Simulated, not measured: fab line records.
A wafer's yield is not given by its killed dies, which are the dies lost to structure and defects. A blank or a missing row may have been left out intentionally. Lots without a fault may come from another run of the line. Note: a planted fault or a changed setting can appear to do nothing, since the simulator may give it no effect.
Matching of chambers	flow berkeleyCmos170	UCB170_V2_CVD_00 on pecvd-02 has 3 sister chambers
The step deposits SiO2 from TEOS/O2, target thk 2000 nm, time 250 s. 6 wafers are shown with their chamber, then 7 later ones without.

## WAFERS WITH THEIR CHAMBER
wafer	chamber	heaterPowerW (W)
L238.5	0	242
L238.6	1	215
L244.1	0	309
L244.5	2	349
L247.3	2	349
L247.4	1	303

## WAFERS WITH NO CHAMBER GIVEN
wafer	heaterPowerW (W)
L247.6	343
L250.2	333
L250.4	295
L250.5	244
L252.2	270
L252.3	297
L252.6	260

## THE CHAMBER EACH PASSED THROUGH
wafer	from the rows above	in truth
L247.6	can't be placed: 2 or 0 or 1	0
L250.2	can't be placed: 2 or 0 or 1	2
L250.4	can't be placed: 0 or 1 or 2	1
L250.5	can't be placed: 1 or 0 or 2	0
L252.2	can't be placed: 0 or 1 or 2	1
L252.3	can't be placed: 0 or 1 or 2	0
L252.6	can't be placed: 1 or 0 or 2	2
Placed correctly: 0 of 7. These rows do not allow placing 7 (true chamber among the candidates in 7). Wrongly placed: 0.
How it was worked out, from the rows above alone: a wafer's distance from a chamber is the root of the sum, over the readings, of the square of ((its reading less the chamber's mean) divided by the reading's scatter). The wafer belongs to the nearest chamber; if the next one is less than 2 further off, it can't be placed. A chamber's mean is the mean of its shown wafers. The scatter is the square root of a quotient: the sum, over the shown wafers, of each reading's squared deviation from its chamber's mean, divided by wafers minus chambers.
